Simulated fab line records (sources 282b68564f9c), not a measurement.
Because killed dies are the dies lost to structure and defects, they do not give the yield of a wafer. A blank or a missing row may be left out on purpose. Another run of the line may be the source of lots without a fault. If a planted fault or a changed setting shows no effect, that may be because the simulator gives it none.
fab line records -- flow rit_cmos
record: lots: 6, wafers: 18, last_day: 7
route steps=202 shown NLDD@110 PLDD@114 SPACER@125 NSD@131 PSD@142 M1@202
lots with no fault: from the same line, run without faults
start_h: hours from the record's opening day to when the first of the lot's shown wafers began -- wait_h: hours elapsed since this lot's preceding step -- " repeats the value in the row above -- L1.1+2: a row that stands for several wafers -- - no value, or no start was given -- * or withheld: withheld -- < > ~ a bound
route shown NAME@n: names a module that has steps shown in the file, with the first one's number in the route -- usual: the fault-free wafers' mean and standard deviation -- same: alike in all rows -- chamber/n: place in a boat -- sites: per-site readings -- _std_site: how widely they spread, as a standard deviation -- _edge_site: the outer-site mean with the inner-site mean subtracted -- radius_mm: how far each site lies from the wafer's centre -- mask NAME#n: copy n -- behind: the most recent tool/chamber to have shaped the wafer -- hold: the reason the lot was held/the length of the hold in hours/how it ended -- device: transistor that didn't switch, given as n, p or np -- end of line: the route-end tests of the same wafers -- for a step that has no rows: nothing shown but its recipe -- killed: the dies lost at the first sort to structure and to defects; this is not the yield of the wafer -- map: shows each die of a wafer: x if killed, . if not, _ if none is there
set.NAME: the setting as run; set.NAME@STEP: as run at that earlier step -- model.NAME: the simulator's own value behind a step, which no gauge read
lots seen at some steps along the route; tables by step, rows by wafer
services: a tool's chamber out of use, with start hour (start_h, from the record's first day; less than 0 if before it), hours out, and reason
== steps ==
step: RIT_NLDD_HARDBAKE_07
recipe: resist: NOVOLAK, temp_c: 140, time_s: 60
step: RIT_NLDD_IMPLANT_08
recipe: species: P, energy_kev: 20, dose_cm2: 5e+14, tilt_deg: 7
step: RIT_NLDD_STRIP_09
recipe: chemistry: O2, time_s: 180, resist: NOVOLAK, platen_temp_c: withheld, power_w: 500, pressure_mtorr: 4000, o2_flow_sccm: 4000
usual: drypump_motor_current_A: 5.9/0.54, rf_refl_power_W: 5.6/0.76
lot.wafer,tool,chamber,start_h,wait_h,drypump_motor_current_A,rf_hours_counter_h,rf_refl_power_W
L432.3,plasma_asher-02,1,51.40,0.1,5.6,-,5.5
L432.4,plasma_asher-02,0,51.40,0.1,5.4,-,4.8
L432.6,plasma_asher-02,1,51.40,0.1,5.7,-,5.5
L433.4,plasma_asher-03,1,58.29,0.1,5.5,-,6.2
L433.5,plasma_asher-03,1,58.29,0.1,5.5,-,6.1
L433.6,plasma_asher-03,0,58.29,0.1,6.7,-,5.3
L434.3,plasma_asher-03,0,61.64,0.1,6.7,-,5.4
L434.4,plasma_asher-03,1,61.64,0.1,5.5,-,6.2
L434.5,plasma_asher-03,1,61.64,0.1,5.5,-,6.3
L436.3,plasma_asher-03,0,73.94,0.1,6.7,-,5.3
L436.5,plasma_asher-03,0,73.94,0.1,6.7,-,5.4
L436.6,plasma_asher-03,1,73.94,0.1,5.4,-,5.9
L439.1,plasma_asher-01,1,88.68,0.1,6.3,43,4.7
L439.2,plasma_asher-01,0,88.68,0.1,5.3,43,7.5
L439.6,plasma_asher-01,0,88.68,0.1,5.3,-,7.6
L450.1,plasma_asher-01,1,141.92,0.1,6.3,50,4.7
L450.2,plasma_asher-01,0,141.92,0.1,5.3,50,7.4
L450.6,plasma_asher-01,0,141.92,0.1,5.3,-,7.5
step: RIT_NLDD_TW_MEAS_10
usual: NLDD_TW: 2468/33
lot.wafer,tool,chamber,start_h,wait_h,NLDD_TW
L432.3,film_metro-02,-,51.54,0.1,2439
L432.4,film_metro-02,-,51.54,0.1,2452
L432.6,film_metro-02,-,51.54,0.1,2454
L433.4,film_metro-02,-,58.44,0.1,2458
L433.5,film_metro-02,-,58.44,0.1,2462
L433.6,film_metro-02,-,58.44,0.1,2459
L434.3,film_metro-03,-,61.78,0.1,2510
L434.4,film_metro-03,-,61.78,0.1,2513
L434.5,film_metro-03,-,61.78,0.1,2538
L436.3,film_metro-02,-,74.08,0.1,2437
L436.5,film_metro-02,-,74.08,0.1,2411
L436.6,film_metro-02,-,74.08,0.1,2419
L439.1,film_metro-02,-,88.86,0.1,2424
L439.2,film_metro-02,-,88.86,0.1,2430
L439.6,film_metro-02,-,88.86,0.1,2416
L450.1,film_metro-04,-,142.10,0.1,2488
L450.2,film_metro-04,-,142.10,0.1,2476
L450.6,film_metro-04,-,142.10,0.1,2486
step: RIT_PLDD_HMDS_00
recipe: prime_time_s: 60, prime_temp_c: 140
step: RIT_PLDD_COAT_01
recipe: resist: NOVOLAK, spin_rpm: 3250, resist_thk_nm: 1000
step: RIT_PLDD_SOFTBAKE_02
recipe: resist: NOVOLAK, temp_c: 90, time_s: 60
step: RIT_PLDD_EXPOSE_03
recipe: mask_id: M8, na: 0.57, target_cd_nm: 40900, dose_mj: 250
step: RIT_PLDD_PEB_04
recipe: resist: NOVOLAK, temp_c: withheld, time_s: withheld
step: RIT_PLDD_DEVELOP_05
recipe: resist: NOVOLAK, develop_time_s: 50, dev_temp_c: 23
step: RIT_PLDD_OVL_MEAS_06
usual: PLDD_OVL: 0.0/1.5
lot.wafer,tool,chamber,start_h,wait_h,PLDD_OVL[nm]
L432.3,overlay-01,-,52.56,-,-1.9
L432.4,overlay-01,-,52.56,-,-2.4
L432.6,overlay-01,-,52.56,-,-2.6
L433.4,overlay-01,-,59.46,-,1.6
L433.5,overlay-01,-,59.46,-,2.1
L433.6,overlay-01,-,59.46,-,1.6
L434.3,overlay-01,-,62.80,-,-1.3
L434.4,overlay-01,-,62.80,-,-0.3
L434.5,overlay-01,-,62.80,-,0.3
L436.3,overlay-01,-,74.98,-,-0.6
L436.5,overlay-01,-,74.98,-,-1.3
L436.6,overlay-01,-,74.98,-,-1.4
L439.1,overlay-02,-,89.89,-,0.6
L439.2,overlay-02,-,89.89,-,2.4
L439.6,overlay-02,-,89.89,-,1.2
L450.1,overlay-01,-,143.01,-,-0.8
L450.2,overlay-01,-,143.01,-,0.2
L450.6,overlay-01,-,143.01,-,1.6
step: RIT_PLDD_HARDBAKE_07
recipe: resist: NOVOLAK, temp_c: 140, time_s: 60
step: RIT_PLDD_IMPLANT_08
recipe: species: BF2, energy_kev: 20, dose_cm2: 9e+14, tilt_deg: 7
lot.wafer,tool,chamber,start_h,wait_h
L432.3+4+6,implanter-02,0,52.79,0.1
L433.4+5+6,implanter-01,0,59.71,0.1
L434.3+4+5,implanter-01,0,63.03,0.1
L436.3+5+6,implanter-03,0,75.20,0.1
L436.3+5+6,implanter-03,0,75.52,0.3
L439.1+2+6,implanter-03,0,90.08,0.1
L439.1+2+6,implanter-03,0,90.39,0.3
L450.1+2+6,implanter-02,0,143.19,0.1
step: RIT_PLDD_STRIP_09
recipe: chemistry: O2, time_s: 180, resist: NOVOLAK, platen_temp_c: withheld, power_w: 500, pressure_mtorr: 4000, o2_flow_sccm: 4000
usual: drypump_motor_current_A: 6.1/0.52, rf_refl_power_W: 6.4/1.4
lot.wafer,tool,chamber,start_h,wait_h,drypump_motor_current_A,rf_hours_counter_h,rf_refl_power_W
L432.3,plasma_asher-04,1,52.95,0.1,6.6,-,6.4
L432.4,plasma_asher-04,0,52.95,0.1,6.4,-,8.7
L432.6,plasma_asher-04,1,52.95,0.1,6.6,-,6.4
L433.4,plasma_asher-04,1,59.84,0.1,6.6,-,6.4
L433.5,plasma_asher-04,1,59.84,0.1,6.6,-,6.5
L433.6,plasma_asher-04,0,59.84,0.1,6.4,-,9.0
L434.3,plasma_asher-02,0,63.18,0.1,5.5,-,4.9
L434.4,plasma_asher-02,1,63.18,0.1,5.7,-,5.6
L434.5,plasma_asher-02,0,63.18,0.1,5.5,-,5.0
L436.3,plasma_asher-04,0,75.68,0.1,6.4,-,8.8
L436.5,plasma_asher-04,1,75.68,0.1,6.6,-,6.5
L436.6,plasma_asher-04,0,75.68,0.1,6.4,-,8.5
L439.1,plasma_asher-03,1,90.54,0.1,5.5,46,6.0
L439.2,plasma_asher-03,0,90.54,0.1,6.7,46,5.4
L439.6,plasma_asher-03,0,90.54,0.1,6.7,-,5.4
L450.1,plasma_asher-03,1,143.34,0.1,5.5,52,6.2
L450.2,plasma_asher-03,0,143.34,0.1,6.7,52,5.4
L450.6,plasma_asher-03,1,143.34,0.1,5.4,-,6.2
step: RIT_PLDD_TW_MEAS_10
usual: PLDD_TW: 2337/23
lot.wafer,tool,chamber,start_h,wait_h,PLDD_TW
L432.3,film_metro-03,-,53.08,0.1,2370
L432.4,film_metro-03,-,53.08,0.1,2369
L432.6,film_metro-03,-,53.08,0.1,2358
L433.4,film_metro-04,-,59.99,0.1,2344
L433.5,film_metro-04,-,59.99,0.1,2346
L433.6,film_metro-04,-,59.99,0.1,2343
L434.3,film_metro-02,-,63.32,0.1,2307
L434.4,film_metro-02,-,63.32,0.1,2307
L434.5,film_metro-02,-,63.32,0.1,2286
L436.3,film_metro-03,-,75.81,0.1,2751
L436.5,film_metro-03,-,75.81,0.1,2754
L436.6,film_metro-03,-,75.81,0.1,2738
L439.1,film_metro-04,-,90.72,0.1,2717
L439.2,film_metro-04,-,90.72,0.1,2717
L439.6,film_metro-04,-,90.72,0.1,2708
L450.1,film_metro-03,-,143.52,0.1,2342
L450.2,film_metro-03,-,143.52,0.1,2350
L450.6,film_metro-03,-,143.52,0.1,2337
step: RIT_SPACER_CLEAN_00
recipe: chemistry: SC1, mix: 3:3:50, time_s: 600, temp_c: 75
step: RIT_SPACER_CLEAN_01
recipe: chemistry: dHF, dilution: 50:1, time_s: 30
step: RIT_SPACER_CLEAN_02
recipe: chemistry: SC2, mix: 3:3:50, time_s: 600, temp_c: 75, dry: n2_spin
step: RIT_SPACER_CVD_03
recipe: material: Si3N4, target_thk_nm: 250, temp_c: 810, precursor: SiH2Cl2/NH3, time_s: 3300, pressure_mtorr: 300, sih2cl2_flow_sccm: 60, nh3_flow_sccm: 150
step: RIT_SPACER_THK_MEAS_04
recipe: reads: Si3N4_of_SPACER_CVD_03
usual: SPACER_NITRIDE_THK: 251.0/2.3
lot.wafer,tool,chamber,start_h,wait_h,SPACER_NITRIDE_THK[nm]
L432.3,film_metro-01,-,55.43,0.0,254.3
L432.4,film_metro-01,-,55.43,0.0,254.1
L432.6,film_metro-01,-,55.43,0.0,253.6
L433.4,film_metro-01,-,62.33,0.0,248.5
L433.5,film_metro-01,-,62.33,0.0,246.7
L433.6,film_metro-01,-,62.33,0.0,247.8
L434.3,film_metro-04,-,65.66,0.0,253.3
L434.4,film_metro-04,-,65.66,0.0,253.3
L434.5,film_metro-04,-,65.66,0.0,254.0
L436.3,film_metro-03,-,78.19,0.0,253.0
L436.5,film_metro-03,-,78.19,0.0,253.1
L436.6,film_metro-03,-,78.19,0.0,253.3
L439.1,film_metro-01,-,94.18,0.0,253.1
L439.2,film_metro-01,-,94.18,0.0,254.3
L439.6,film_metro-01,-,94.18,0.0,251.5
L450.1,film_metro-04,-,145.86,0.0,249.3
L450.2,film_metro-04,-,145.86,0.0,250.7
L450.6,film_metro-04,-,145.86,0.0,250.8
step: RIT_SPACER_ETCHBACK_05
recipe: target_depth_a: 2500, SF6_flow_sccm: 30, CHF3_flow_sccm: 30, target: Si3N4, chemistry: SF6/CHF3, pressure_mtorr: 40, rf_w: 250, time_s: 240, stop_on: SiO2
usual: SF6_flow_sccm: 29.99/0.096, drypump_motor_current_A: 5.9/0.46, oes_product_au: 0.847/0.014, throttle_valve_pct: 10.26/0.16
lot.wafer,tool,chamber,start_h,wait_h,SF6_flow_sccm,drypump_motor_current_A,oes_product_au,rf_hours_counter_h,throttle_valve_pct
L432.3,rie_diel-02,2,55.47,0.0,30.06,6.0,0.854,70,10.25
L432.4,rie_diel-02,2,55.47,0.0,30.17,6.0,0.855,-,10.24
L432.6,rie_diel-02,3,55.47,0.0,30.00,5.9,0.857,-,10.28
L433.4,rie_diel-02,3,62.44,0.1,30.08,5.9,0.847,-,10.28
L433.5,rie_diel-02,2,62.44,0.1,29.93,6.0,0.847,-,10.23
L433.6,rie_diel-02,0,62.44,0.1,30.10,6.5,0.848,-,10.32
L434.3,rie_diel-01,3,65.70,0.0,29.99,6.0,0.858,151,10.02
L434.4,rie_diel-01,1,65.70,0.0,30.03,5.4,0.840,115,10.32
L434.5,rie_diel-01,3,65.70,0.0,29.90,6.0,0.858,-,10.00
L436.3,rie_diel-01,0,78.23,0.0,29.96,5.7,0.842,62,10.51
L436.5,rie_diel-01,2,78.23,0.0,30.18,6.3,0.875,-,10.12
L436.6,rie_diel-01,1,78.23,0.0,30.10,5.4,0.839,-,10.33
L439.1,rie_diel-01,1,94.24,0.1,29.85,5.4,0.829,115,10.33
L439.2,rie_diel-01,3,94.24,0.1,29.94,6.0,0.844,152,10.00
L439.6,rie_diel-01,1,94.24,0.1,29.96,5.4,0.830,-,10.32
L450.1,rie_diel-02,3,145.92,0.1,29.88,5.9,0.846,71,10.27
L450.2,rie_diel-02,2,145.92,0.1,30.04,6.0,0.850,72,10.22
L450.6,rie_diel-02,0,145.92,0.1,29.96,6.5,0.856,-,10.33
step: RIT_NSD_HMDS_00
recipe: prime_time_s: 60, prime_temp_c: 140
step: RIT_NSD_COAT_01
recipe: resist: NOVOLAK, spin_rpm: 3250, resist_thk_nm: 1000
step: RIT_NSD_SOFTBAKE_02
recipe: resist: NOVOLAK, temp_c: 90, time_s: 60
step: RIT_NSD_EXPOSE_03
recipe: mask_id: M9, na: 0.57, target_cd_nm: 40700, dose_mj: 250
step: RIT_NSD_PEB_04
recipe: resist: NOVOLAK, temp_c: withheld, time_s: withheld
step: RIT_NSD_DEVELOP_05
recipe: resist: NOVOLAK, develop_time_s: 50, dev_temp_c: 23
step: RIT_NSD_OVL_MEAS_06
usual: NSD_OVL: 1.0/1.5
lot.wafer,tool,chamber,start_h,wait_h,NSD_OVL[nm]
L432.3,overlay-01,-,56.48,-,-0.9
L432.4,overlay-01,-,56.48,-,-2.0
L432.6,overlay-01,-,56.48,-,-1.9
L433.4,overlay-01,-,63.38,-,1.3
L433.5,overlay-01,-,63.38,-,0.1
L433.6,overlay-01,-,63.38,-,-0.6
L434.3,overlay-01,-,66.84,-,0.5
L434.4,overlay-01,-,66.84,-,1.2
L434.5,overlay-01,-,66.84,-,2.1
L436.3,overlay-02,-,79.24,-,1.9
L436.5,overlay-02,-,79.24,-,2.8
L436.6,overlay-02,-,79.24,-,1.3
L439.1,overlay-02,-,95.37,-,1.3
L439.2,overlay-02,-,95.37,-,2.5
L439.6,overlay-02,-,95.37,-,2.5
L450.1,overlay-01,-,147.34,-,1.8
L450.2,overlay-01,-,147.34,-,0.3
L450.6,overlay-01,-,147.34,-,-0.4
step: RIT_NSD_HARDBAKE_07
recipe: resist: NOVOLAK, temp_c: 140, time_s: 60
step: RIT_NSD_IMPLANT_08
recipe: species: P, energy_kev: 25, dose_cm2: 1e+15, tilt_deg: 7
step: RIT_NSD_STRIP_09
recipe: chemistry: O2, time_s: 180, resist: NOVOLAK, platen_temp_c: withheld, power_w: 500, pressure_mtorr: 4000, o2_flow_sccm: 4000
usual: drypump_motor_current_A: 6.0/0.51, rf_refl_power_W: 6.4/1.5
lot.wafer,tool,chamber,start_h,wait_h,drypump_motor_current_A,rf_hours_counter_h,rf_refl_power_W
L432.3,plasma_asher-04,1,57.10,0.1,6.6,-,6.6
L432.4,plasma_asher-04,0,57.10,0.1,6.4,-,9.8
L432.6,plasma_asher-04,1,57.10,0.1,6.6,-,6.3
L433.4,plasma_asher-01,1,63.76,0.1,6.3,-,4.9
L433.5,plasma_asher-01,1,63.76,0.1,6.3,-,5.0
L433.6,plasma_asher-01,0,63.76,0.1,5.3,-,7.3
L434.3,plasma_asher-01,0,67.41,0.1,5.3,-,7.4
L434.4,plasma_asher-01,1,67.41,0.1,6.3,-,4.7
L434.5,plasma_asher-01,0,67.41,0.1,5.3,-,7.6
L436.3,plasma_asher-01,0,79.62,0.1,5.3,-,7.2
L436.5,plasma_asher-01,1,79.62,0.1,6.3,-,4.8
L436.6,plasma_asher-01,0,79.62,0.1,5.3,-,7.1
L439.1,plasma_asher-02,1,95.71,0.1,5.7,43,5.6
L439.2,plasma_asher-02,0,95.71,0.1,5.5,43,5.0
L439.6,plasma_asher-02,0,95.71,0.1,5.5,-,4.9
L450.1,plasma_asher-02,1,147.67,0.1,5.7,3,5.7
L450.2,plasma_asher-02,0,147.67,0.1,5.4,3,4.9
L450.6,plasma_asher-02,0,147.67,0.1,5.4,-,4.8
step: RIT_NSD_TW_MEAS_10
usual: NSD_TW: 3090/35
lot.wafer,tool,chamber,start_h,wait_h,NSD_TW
L432.3,film_metro-04,-,57.24,0.1,3111
L432.4,film_metro-04,-,57.24,0.1,3103
L432.6,film_metro-04,-,57.24,0.1,3088
L433.4,film_metro-02,-,63.90,0.1,3050
L433.5,film_metro-02,-,63.90,0.1,3068
L433.6,film_metro-02,-,63.90,0.1,3069
L434.3,film_metro-04,-,67.55,0.1,3092
L434.4,film_metro-04,-,67.55,0.1,3084
L434.5,film_metro-04,-,67.55,0.1,3094
L436.3,film_metro-04,-,79.76,0.1,3087
L436.5,film_metro-04,-,79.76,0.1,3090
L436.6,film_metro-04,-,79.76,0.1,3106
L439.1,film_metro-02,-,95.88,0.1,3028
L439.2,film_metro-02,-,95.88,0.1,3037
L439.6,film_metro-02,-,95.88,0.1,3020
L450.1,film_metro-03,-,147.85,0.1,3149
L450.2,film_metro-03,-,147.85,0.1,3138
L450.6,film_metro-03,-,147.85,0.1,3125
step: RIT_PSD_HMDS_00
recipe: prime_time_s: 60, prime_temp_c: 140
step: RIT_PSD_COAT_01
recipe: resist: NOVOLAK, spin_rpm: 3250, resist_thk_nm: 1000
step: RIT_PSD_SOFTBAKE_02
recipe: resist: NOVOLAK, temp_c: 90, time_s: 60
step: RIT_PSD_EXPOSE_03
recipe: mask_id: M10, na: 0.57, target_cd_nm: 40900, dose_mj: 250
step: RIT_PSD_PEB_04
recipe: resist: NOVOLAK, temp_c: withheld, time_s: withheld
step: RIT_PSD_DEVELOP_05
recipe: resist: NOVOLAK, develop_time_s: 50, dev_temp_c: 23
step: RIT_PSD_OVL_MEAS_06
usual: PSD_OVL: 0.0/1.6
lot.wafer,tool,chamber,start_h,wait_h,PSD_OVL[nm]
L432.3,overlay-01,-,58.29,-,-2.6
L432.4,overlay-01,-,58.29,-,-1.1
L432.6,overlay-01,-,58.29,-,-1.5
L433.4,overlay-01,-,64.92,-,2.8
L433.5,overlay-01,-,64.92,-,0.5
L433.6,overlay-01,-,64.92,-,-0.3
L434.3,overlay-01,-,68.48,-,-1.5
L434.4,overlay-01,-,68.48,-,-1.9
L434.5,overlay-01,-,68.48,-,-3.9
L436.3,overlay-01,-,81.09,-,-1.9
L436.5,overlay-01,-,81.09,-,-1.4
L436.6,overlay-01,-,81.09,-,-1.5
L439.1,overlay-02,-,96.92,-,1.3
L439.2,overlay-02,-,96.92,-,3.1
L439.6,overlay-02,-,96.92,-,0.6
L450.1,overlay-01,-,149.24,-,-0.5
L450.2,overlay-01,-,149.24,-,-1.1
L450.6,overlay-01,-,149.24,-,-1.9
step: RIT_PSD_HARDBAKE_07
recipe: resist: NOVOLAK, temp_c: 140, time_s: 60
step: RIT_PSD_IMPLANT_08
recipe: species: BF2, energy_kev: 27, dose_cm2: 5e+15, tilt_deg: 7
step: RIT_PSD_STRIP_09
recipe: chemistry: O2, time_s: 180, resist: NOVOLAK, platen_temp_c: withheld, power_w: 500, pressure_mtorr: 4000, o2_flow_sccm: 4000
usual: drypump_motor_current_A: 6.0/0.55, rf_refl_power_W: 6.3/1.4
lot.wafer,tool,chamber,start_h,wait_h,drypump_motor_current_A,rf_hours_counter_h,rf_refl_power_W
L432.3,plasma_asher-04,0,58.67,0.1,6.4,-,9.1
L432.4,plasma_asher-04,1,58.67,0.1,6.6,-,6.1
L432.6,plasma_asher-04,1,58.67,0.1,6.6,-,6.4
L433.4,plasma_asher-01,1,65.30,0.1,6.3,-,4.8
L433.5,plasma_asher-01,0,65.30,0.1,5.3,-,7.3
L433.6,plasma_asher-01,1,65.30,0.1,6.3,-,4.8
L434.3,plasma_asher-04,1,68.86,0.1,6.6,-,6.6
L434.4,plasma_asher-04,0,68.86,0.1,6.4,-,9.6
L434.5,plasma_asher-04,0,68.86,0.1,6.4,-,9.0
L436.3,plasma_asher-01,0,81.57,0.1,5.3,-,7.4
L436.5,plasma_asher-01,0,81.57,0.1,5.3,-,7.7
L436.6,plasma_asher-01,1,81.57,0.1,6.3,-,4.8
L439.1,plasma_asher-03,0,97.25,0.1,6.7,47,5.3
L439.2,plasma_asher-03,1,97.25,0.1,5.5,47,6.1
L439.6,plasma_asher-03,1,97.25,0.1,5.5,-,6.1
L450.1,plasma_asher-03,0,149.58,0.1,6.7,52,5.3
L450.2,plasma_asher-03,1,149.58,0.1,5.5,52,6.3
L450.6,plasma_asher-03,1,149.58,0.1,5.5,-,6.2
step: RIT_SDANNEAL_RS_MEAS_06
recipe: thk_meas_gauge: four-point-probe
usual: PLDD_RS: 178.8/0.44
lot.wafer,tool,chamber,start_h,wait_h,PLDD_RS[ohm/sq]
L432.3,film_metro-02,-,59.58,0.1,179.0
L432.4,film_metro-02,-,59.58,0.1,178.5
L432.6,film_metro-02,-,59.58,0.1,178.6
L433.4,film_metro-03,-,66.20,0.1,178.0
L433.5,film_metro-03,-,66.20,0.1,178.1
L433.6,film_metro-03,-,66.20,0.1,178.3
L434.3,film_metro-02,-,69.74,0.1,179.1
L434.4,film_metro-02,-,69.74,0.1,179.0
L434.5,film_metro-02,-,69.74,0.1,178.6
L436.3,film_metro-03,-,82.59,0.1,152.7
L436.5,film_metro-03,-,82.59,0.1,151.9
L436.6,film_metro-03,-,82.59,0.1,152.1
L439.1,film_metro-03,-,98.15,0.1,151.5
L439.2,film_metro-03,-,98.15,0.1,151.4
L439.6,film_metro-03,-,98.15,0.1,151.4
L450.1,film_metro-03,-,150.48,0.1,179.4
L450.2,film_metro-03,-,150.48,0.1,178.6
L450.6,film_metro-03,-,150.48,0.1,178.8
step: RIT_M1_PROBE_99
usual: killed_at_contacts: 0.1/0.24, killed_at_front_end: 7/3.1, killed_dies: 7/3.1, killed_open: 3.3/2, killed_short: 3.4/2.1
same: gross_dies: 264, killed_at_M0_to_M3: 0, killed_at_M4_up: 0, killed_at_back_side: 0, killed_at_other: 0
lot.wafer,tool,chamber,start_h,wait_h,killed_at_contacts,killed_at_front_end,killed_dies,killed_open,killed_short
L432.3,prober-01,-,67.57,0.2,0,13,13,5,8
L432.4,prober-01,-,67.62,0.2,0,9,9,2,7
L432.6,prober-01,-,67.72,0.2,0,8,8,2,6
L436.3,prober-01,-,90.83,0.2,0,10,10,3,7
L436.5,prober-01,-,90.93,0.2,0,6,6,5,1
L436.6,prober-01,-,90.98,0.2,0,6,6,2,4
L439.1,prober-01,-,105.47,0.1,0,10,10,6,4
L439.2,prober-01,-,105.52,0.1,0,10,10,5,5
L439.6,prober-01,-,105.72,0.2,1,8,9,4,5
L450.1,prober-02,-,159.31,0.1,0,9,9,4,5
L450.2,prober-02,-,159.36,0.1,0,11,11,7,4
L450.6,prober-02,-,159.56,0.2,0,9,9,5,4
killed by level:class
L432.3 GATE:geometric_particle:open=5 GATE:geometric_particle:short=4 SPACER:geometric_particle:short=2 FOX1:geometric_particle:short=1 REOX:geometric_particle:short=1
L432.4 REOX:geometric_particle:short=5 FOX1:geometric_particle:short=1 FOX2:geometric_particle:open=1 GATE:geometric_particle:short=1 GATE:geometric_particle:open=1
L432.6 GATE:geometric_particle:short=4 FOX1:geometric_particle:short=2 SPACER:geometric_particle:open=1 SILICIDE:geometric_particle:open=1
L436.3 REOX:geometric_particle:short=3 FOX2:geometric_particle:short=2 FOX2:geometric_particle:open=1 GATE:geometric_particle:open=1 REOX:geometric_particle:open=1 SPACER:geometric_particle:short=1 SILICIDE:geometric_particle:short=1
L436.5 GATE:geometric_particle:open=2 REOX:geometric_particle:open=2 SPACER:geometric_particle:open=1 SILICIDE:geometric_particle:short=1
L436.6 SPACER:geometric_particle:short=3 GATE:geometric_particle:open=2 FOX1:geometric_particle:short=1
L439.1 GATE:geometric_particle:open=3 SILICIDE:geometric_particle:open=3 FOX1:geometric_particle:short=2 GATE:geometric_particle:short=1 SILICIDE:geometric_particle:short=1
L439.2 GATE:geometric_particle:open=2 REOX:geometric_particle:short=2 FOX1:geometric_particle:open=1 FOX1:geometric_particle:short=1 FOX2:geometric_particle:open=1 GATE:geometric_particle:short=1 REOX:geometric_particle:open=1 SILICIDE:geometric_particle:short=1
L439.6 GATE:geometric_particle:short=3 GATE:geometric_particle:open=2 FOX1:geometric_particle:open=1 SILICIDE:geometric_particle:open=1 SILICIDE:geometric_particle:short=1 CONTACT:geometric_particle:short=1
L450.1 SILICIDE:geometric_particle:open=3 SILICIDE:geometric_particle:short=2 FOX1:geometric_particle:short=1 GATE:geometric_particle:short=1 REOX:geometric_particle:short=1 SPACER:geometric_particle:open=1
L450.2 GATE:geometric_particle:short=3 FOX1:geometric_particle:open=2 GATE:geometric_particle:open=2 SILICIDE:geometric_particle:open=2 FOX1:geometric_particle:short=1 REOX:geometric_particle:open=1
L450.6 FOX1:geometric_particle:open=2 GATE:geometric_particle:short=2 GATE:geometric_particle:open=2 FOX1:geometric_particle:short=1 FOX2:geometric_particle:short=1 FOX2:geometric_particle:open=1
== services ==
tool,chamber,start_h,hours,kind
plasma_asher-03,-,29.45,3.2,repair
rie_diel-02,1,31.86,13.1,repair
rie_diel-02,1,45.10,-,clean
rie_diel-02,1,45.10,23.2,scheduled_down
implanter-02,-,50.03,2.4,repair
implanter-02,-,55.00,3.4,repair
implanter-01,-,74.87,3.6,repair
implanter-02,-,81.78,3.4,repair
plasma_asher-04,-,87.09,2.8,pm
implanter-02,-,88.69,4.7,pm
implanter-01,-,93.99,6.3,repair
rie_diel-02,-,106.17,14.6,pm
plasma_asher-02,-,108.75,9.0,pm
plasma_asher-02,0,108.75,9.0,vent_cycle
plasma_asher-02,1,108.75,9.0,vent_cycle
plasma_asher-04,-,114.73,0.3,repair
plasma_asher-04,-,115.27,2.3,repair
implanter-02,-,115.87,0.6,repair
plasma_asher-03,-,117.44,8.2,repair
plasma_asher-02,0,117.75,-,clean
plasma_asher-02,1,117.75,-,clean
rie_diel-01,-,118.35,1.0,repair
plasma_asher-02,-,144.55,1.7,repair
plasma_asher-01,-,145.50,6.2,pm
== key ==
first_sign: step: RIT_PLDD_IMPLANT_08, reading: visit, direction: added
effect: step: RIT_PLDD_TW_MEAS_10, reading: PLDD_TW, direction: up, sigmas: 17, usual: 2337, struck: 2731
effect: step: RIT_SDANNEAL_RS_MEAS_06, reading: PLDD_RS, direction: down, sigmas: 61, usual: 178.8, struck: 151.9
met_at RIT_PLDD_IMPLANT_08
struck_wafers L436.3,L436.5,L436.6,L439.1,L439.2,L439.6
tester_left_out L436,L439
fault: kind: repeated_step_whole, tool: implanter-01,implanter-02,implanter-03, chamber: -, onset_h: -, steps: RIT_PLDD_IMPLANT_08, times: 1, scope: struck_lots_only
tester_left_out: of these lots the tester's yield and bins aren't shown, on N5 and GAA mostly nor the transistor test; their killed dies are dies lost to structure and defects alone, not to doping, threshold or leakage, so they don't give the yield
